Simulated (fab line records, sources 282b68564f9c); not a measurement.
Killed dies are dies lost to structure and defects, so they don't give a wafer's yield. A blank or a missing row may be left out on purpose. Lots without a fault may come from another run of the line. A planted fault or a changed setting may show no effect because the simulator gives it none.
Which tool did it? | flow rit_cmos | 14 lots, 42 wafers sampled, at 3 steps of a route of 202

WHAT THE GAUGES READ, wafer by wafer
RIT_FOX1_THK_MEAS_01.
lot  | measured    | on            | FOX1_OXIDE_THK (nm)
L683 | day 1 19:03 | film_metro-01 | 351 354 356
L684 | day 2 01:32 | film_metro-03 | 342 338 340
L685 | day 2 06:27 | film_metro-01 | 341 344 344
L686 | day 2 09:07 | film_metro-02 | 348 348 351
L687 | day 2 14:58 | film_metro-03 | 366 360 364
L689 | day 3 01:43 | film_metro-03 | 347 351 351
L690 | day 3 05:09 | film_metro-01 | 344 343 346
L696 | day 4 11:15 | film_metro-01 | 360 359 361
L697 | day 4 16:17 | film_metro-01 | 347 356 346
L698 | day 4 22:42 | film_metro-01 | 342 344 345
L699 | day 5 03:48 | film_metro-01 | 348 352 342
L700 | day 5 07:40 | film_metro-03 | 339 341 348
L701 | day 5 12:58 | film_metro-02 | 347 349 349
L706 | day 6 13:43 | film_metro-03 | 348 345 344

RIT_PWELL_OVL_MEAS_06.
lot  | measured    | on         | PWELL_OVL (nm)
L683 | day 2 00:56 | overlay-01 | -1.5 0.6 -1.0
L684 | day 2 08:53 | overlay-02 | -1.7 -1.0 -1.7
L685 | day 2 12:48 | overlay-02 | 0.1 -0.1 -0.1
L686 | day 2 14:13 | overlay-01 | -0.9 0.0 -0.6
L687 | day 2 21:55 | overlay-01 | 2.6 1.8 2.2
L689 | day 3 06:49 | overlay-01 | -0.3 -1.4 -1.5
L690 | day 3 10:12 | overlay-01 | 0.9 0.0 1.6
L696 | day 4 16:36 | overlay-02 | -0.8 0.3 -0.6
L697 | day 4 21:16 | overlay-01 | 2.0 2.9 2.9
L698 | day 5 04:28 | overlay-01 | 0.7 -1.2 -1.1
L699 | day 5 09:04 | overlay-01 | -1.2 -0.5 -0.4
L700 | day 5 12:46 | overlay-02 | 1.0 2.7 -0.4
L701 | day 5 18:35 | overlay-02 | 1.6 0.3 1.5
L706 | day 6 18:34 | overlay-01 | 0.2 1.5 1.4

RIT_WELLDRIVE_RS_MEAS_01: measures by four-point-probe.
lot  | measured    | on            | NWELL_RS (ohm/sq)
L683 | day 2 07:45 | film_metro-04 | 275.1 275.7 275.8
L684 | day 2 14:39 | film_metro-04 | 275.1 274.6 274.6
L685 | day 2 19:43 | film_metro-04 | 275.8 274.2 275.4
L686 | day 2 20:20 | film_metro-01 | 276.1 275.9 275.8
L687 | day 3 03:50 | film_metro-02 | 275.5 274.8 274.6
L689 | day 3 14:18 | film_metro-01 | 274.4 273.9 275.0
L690 | day 3 16:09 | film_metro-01 | 274.5 275.2 274.4
L696 | day 4 23:03 | film_metro-01 | 274.7 274.7 275.5
L697 | day 5 04:10 | film_metro-02 | 275.1 275.5 275.1
L698 | day 5 10:48 | film_metro-04 | 273.5 273.6 274.7
L699 | day 5 15:52 | film_metro-01 | 275.3 275.5 275.6
L700 | day 5 18:31 | film_metro-02 | 274.9 275.5 275.9
L701 | day 6 00:55 | film_metro-04 | 275.4 275.1 275.8
L706 | day 7 01:48 | film_metro-04 | 274.9 274.0 274.3

WHICH TOOL RAN EACH LOT (tool, then ch and the chambers of the sampled wafers, then the start)
The record holds no process step before these readings.

WHAT THE TOOLS THEMSELVES READ (means of the sampled wafers that have a number; where no wafer has one, the mark that the record gives instead)
The record holds no such reading with a usual standard deviation.

THE ANSWER, worked out from the rows above alone
Rule: what is usual is taken from the lots themselves. Put in order of their means at a reading, lots are off if they are a third of the lots or fewer, leave a main group of 4 or more, and stand apart from it by a gap of 3 or more times the standard deviation of the main group's means; of several such gaps the widest counts. A main group whose means are all the same, to the digits that the tables above print for the reading, isn't used. A lot without any number at a reading at which 4 lots or more have one is off too. The other lots that the step has rows for count as sound. The gauges are gone through in route order, then the tools' own readings, and for those a lot's mean is taken as printed above. The first step at which some lot is off is used, and at that step the reading that is off furthest; a lot without a number counts as furthest.
No lot is off at any reading shown: from this, nothing can be told.

WHAT THE SIMULATOR HAD PUT IN
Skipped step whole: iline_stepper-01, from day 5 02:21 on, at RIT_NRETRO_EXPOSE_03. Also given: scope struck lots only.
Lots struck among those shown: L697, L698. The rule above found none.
